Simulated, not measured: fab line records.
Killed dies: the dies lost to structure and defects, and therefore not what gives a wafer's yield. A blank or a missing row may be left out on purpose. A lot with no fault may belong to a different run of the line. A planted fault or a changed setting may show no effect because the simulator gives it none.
Which tool is to blame?    flow berkeley_cmos170    Sampling: 14 lots, 42 wafers, 5 of 331 route steps

## WHAT THE GAUGES SHOWED, per wafer
UCB170_SACOX_THK_MEAS_02. Usual: for SACOX_OXIDE_THK the level is 14.31 nm and the standard deviation is 0.3.
lot   measured     on             SACOX_OXIDE_THK (nm)  flag
L759  day 5 18:23  film_metro-03  14.19 14.41 14.08     
L760  day 5 18:25  film_metro-02  14.08 14.10 14.10     
L762  day 6 06:54  film_metro-04  14.55 14.63 14.52     
L763  day 6 16:54  film_metro-03  14.46 14.57 14.48     
L765  day 6 16:55  film_metro-04  14.09 14.12 14.48     
L764  day 6 16:57  film_metro-04  14.39 14.44 14.60     
L766  day 7 07:37  film_metro-02  14.20 13.98 14.25     
L767  day 7 18:47  film_metro-02  14.33 14.46 14.43     
L768  day 7 18:50  film_metro-03  14.28 14.47 14.23     
L771  day 7 18:50  film_metro-04  14.36 14.46 14.35     
L772  day 8 03:24  film_metro-03  14.33 14.13 14.28     
L776  day 8 11:02  film_metro-04  14.40 14.45 14.23     
L774  day 8 11:02  film_metro-02  14.10 14.21 14.16     
L781  day 9 06:02  film_metro-03  14.50 14.57 14.51     

UCB170_M2_CD_MEAS_90: target cd 700 nm. Usual: cd_nm at 700.3 nm, with a standard deviation of 3.
lot   measured      on         cd_nm (nm)         flag
L759  day 7 23:48   cd_sem-02  701.5 698.9 695.4  
L760  day 8 05:37   cd_sem-02  699.1 702.2 700.0  
L762  day 8 16:54   cd_sem-01  701.4 701.9 699.8  
L763  day 9 07:21   cd_sem-01  696.9 695.5 696.7  
L765  day 9 06:35   cd_sem-01  702.1 698.7 699.6  
L764  day 9 07:34   cd_sem-02  699.1 696.5 697.9  
L766  day 9 22:01   cd_sem-01  700.8 702.3 704.2  
L767  day 10 01:28  cd_sem-01  702.0 699.1 699.6  
L768  day 10 01:47  cd_sem-02  702.8 706.5 706.0  
L771  day 10 01:42  cd_sem-01  698.7 699.8 699.3  
L772  day 10 19:50  cd_sem-02  697.2 700.1 697.6  
L776  day 10 22:39  cd_sem-01  701.0 702.4 698.6  
L774  day 10 19:02  cd_sem-02  703.9 703.1 703.2  
L781  day 11 14:15  cd_sem-02  705.5 700.1 697.6  

## WHAT TOOL EACH LOT RAN ON (gives the tool, then ch and the chambers of the sampled wafers, and finally the start)
lot   UCB170_NLDD_STRIP_10                  UCB170_M2_METAL_ETCH_18            UCB170_M2_STRIP_19
L759  plasma_asher-01 ch 0,1, day 6 22:39   rie_metal-04 ch 0,1, day 7 23:31   plasma_asher-02 ch 0,1, day 7 23:42
L760  plasma_asher-03 ch 0,1, day 6 22:53   rie_metal-03 ch 0,1, day 8 05:20   plasma_asher-03 ch 0,1, day 8 05:31
L762  plasma_asher-03 ch 0,1, day 7 08:31   rie_metal-01 ch 0,1, day 8 16:37   plasma_asher-03 ch 0,1, day 8 16:48
L763  plasma_asher-04 ch 0,1, day 7 21:57   rie_metal-03 ch 0, day 9 06:55     plasma_asher-01 ch 0,1, day 9 07:14
L765  plasma_asher-04 ch 0,1, day 7 21:16   rie_metal-04 ch 0,1, day 9 06:19   plasma_asher-03 ch 0,1, day 9 06:28
L764  plasma_asher-01 ch 0,1, day 7 21:50   rie_metal-01 ch 1, day 9 06:58     plasma_asher-02 ch 0, day 9 07:28
L766  plasma_asher-03 ch 1, day 8 11:23     rie_metal-03 ch 0, day 9 21:32     plasma_asher-03 ch 0,1, day 9 21:55
L767  plasma_asher-04 ch 0,1, day 8 20:55   rie_metal-01 ch 0,1, day 10 01:10  plasma_asher-03 ch 0,1, day 10 01:22
L768  plasma_asher-04 ch 0,1, day 8 21:29   rie_metal-03 ch 0,1, day 10 01:28  plasma_asher-01 ch 0,1, day 10 01:40
L771  plasma_asher-03 ch 0, day 8 21:45     rie_metal-04 ch 0,1, day 10 01:21  plasma_asher-03 ch 0,1, day 10 01:32
L772  plasma_asher-04 ch 0,1, day 9 10:23   rie_metal-01 ch 0,1, day 10 19:30  plasma_asher-03 ch 0, day 10 19:41
L776  plasma_asher-01 ch 0,1, day 9 12:46   rie_metal-04 ch 0,1, day 10 22:20  plasma_asher-03 ch 0,1, day 10 22:32
L774  plasma_asher-01 ch 0,1, day 9 13:01   rie_metal-04 ch 0,1, day 10 18:46  plasma_asher-01 ch 0,1, day 10 18:55
L781  plasma_asher-04 ch 0,1, day 10 13:40  rie_metal-01 ch 0,1, day 11 13:56  plasma_asher-02 ch 0, day 11 14:08
- UCB170_NLDD_STRIP_10: strips in O2.
- UCB170_M2_METAL_ETCH_18: etches Al in Cl2/BCl3, stops on SiO2, target depth 1170 nm, time 195 s.
- UCB170_M2_STRIP_19: strips in O2.

## WHAT THE TOOLS THEMSELVES READ (means of the sampled wafers that have a number; where no wafer has one, the mark that the record gives instead)
UCB170_NLDD_STRIP_10. Usual: drypump_motor_current_A 6.0 A, standard deviation 0.43; o2_flow_sccm 400.0 sccm, standard deviation 1.1; oes_product_au 0.734 a.u., standard deviation 0.0045; strip_time_to_endpoint_s 21.63 s, standard deviation 0.067.
lot   tool             drypump_motor_current_A (A)  o2_flow_sccm (sccm)  oes_product_au (a.u.)  strip_time_to_endpoint_s (s)  flag
L759  plasma_asher-01  6.4                          399.9                0.733                  21.59                         
L760  plasma_asher-03  5.8                          399.9                0.732                  21.61                         
L762  plasma_asher-03  5.9                          400.6                0.735                  21.67                         
L763  plasma_asher-04  6.1                          400.0                0.730                  21.70                         
L765  plasma_asher-04  5.7                          400.6                0.737                  21.65                         
L764  plasma_asher-01  6.2                          401.6                0.734                  21.70                         
L766  plasma_asher-03  5.8                          398.8                0.732                  21.57                         
L767  plasma_asher-04  5.7                          399.3                0.736                  21.66                         
L768  plasma_asher-04  6.1                          399.1                0.732                  21.66                         
L771  plasma_asher-03  5.9                          398.5                0.735                  21.54                         
L772  plasma_asher-04  6.1                          400.2                0.733                  21.54                         
L776  plasma_asher-01  6.3                          400.5                0.730                  21.63                         
L774  plasma_asher-01  6.3                          401.4                0.737                  21.70                         
L781  plasma_asher-04  5.7                          400.5                0.731                  21.69                         

UCB170_M2_METAL_ETCH_18. Usual: bias_w 120.1 W, standard deviation 0.31; drypump_motor_current_A 5.9 A, standard deviation 0.48; oes_product_au 0.847 a.u., standard deviation 0.017; throttle_valve_pct 24.33 %, standard deviation 0.14.
lot   tool          bias_w (W)  drypump_motor_current_A (A)  oes_product_au (a.u.)  throttle_valve_pct (%)  flag
L759  rie_metal-04  120.0       6.1                          0.856                  24.25                   
L760  rie_metal-03  119.8       5.7                          0.859                  24.37                   
L762  rie_metal-01  119.8       5.9                          0.831                  24.43                   
L763  rie_metal-03  120.1       5.2                          0.865                  24.26                   
L765  rie_metal-04  120.0       6.0                          0.855                  24.25                   
L764  rie_metal-01  120.1       6.0                          0.834                  24.21                   
L766  rie_metal-03  120.6       5.2                          0.865                  24.27                   
L767  rie_metal-01  120.1       5.9                          0.834                  24.31                   
L768  rie_metal-03  119.9       6.1                          0.835                  24.47                   
L771  rie_metal-04  120.5       6.3                          0.861                  24.26                   
L772  rie_metal-01  120.0       6.0                          0.825                  24.32                   
L776  rie_metal-04  154.4       6.0                          0.857                  24.25                   OFF
L774  rie_metal-04  154.6       6.2                          0.851                  24.26                   OFF
L781  rie_metal-01  120.0       5.9                          0.827                  24.32                   

UCB170_M2_STRIP_19. Usual: drypump_motor_current_A 6.0 A, standard deviation 0.45; o2_flow_sccm 400.0 sccm, standard deviation 1.2; oes_product_au 0.549 a.u., standard deviation 0.012.
lot   tool             drypump_motor_current_A (A)  o2_flow_sccm (sccm)  oes_product_au (a.u.)  flag
L759  plasma_asher-02  6.3                          401.7                0.535                  
L760  plasma_asher-03  5.9                          398.8                0.558                  
L762  plasma_asher-03  5.9                          401.3                0.555                  
L763  plasma_asher-01  6.3                          399.1                0.557                  
L765  plasma_asher-03  5.9                          400.2                0.527                  
L764  plasma_asher-02  6.8                          399.7                0.547                  
L766  plasma_asher-03  5.8                          400.4                0.545                  
L767  plasma_asher-03  5.9                          400.8                0.551                  
L768  plasma_asher-01  6.4                          398.4                0.554                  
L771  plasma_asher-03  5.9                          400.4                0.544                  
L772  plasma_asher-03  5.9                          400.4                0.548                  
L776  plasma_asher-03  5.9                          400.4                0.483                  OFF
L774  plasma_asher-01  6.2                          400.3                0.483                  OFF
L781  plasma_asher-02  6.8                          401.1                0.548                  

## THE ANSWER, worked out from the rows above alone
Rule: take the mean of a lot's wafers that have a number; if it is more than 3 standard deviations from the usual mean, the lot is off. Also off: a lot with no number at a reading for which 4 or more lots have one. All remaining lots with rows at the step are treated as sound. First the gauges in route order, then the tools' own readings, where a lot's mean is used as printed above. The first step at which some lot is off is used, and at that step the reading that is off furthest; a lot without a number counts as furthest.
Off, at UCB170_M2_METAL_ETCH_18 on bias_w: L776, L774.
A tool fits if, at that step or a process step before it, it ran every lot that is off, and no sound lot after the first of them. This does not decide it: 2 tools fit, namely plasma_asher-01 at UCB170_NLDD_STRIP_10 and rie_metal-04 at UCB170_M2_METAL_ETCH_18.

## WHAT WAS PUT IN BY THE SIMULATOR
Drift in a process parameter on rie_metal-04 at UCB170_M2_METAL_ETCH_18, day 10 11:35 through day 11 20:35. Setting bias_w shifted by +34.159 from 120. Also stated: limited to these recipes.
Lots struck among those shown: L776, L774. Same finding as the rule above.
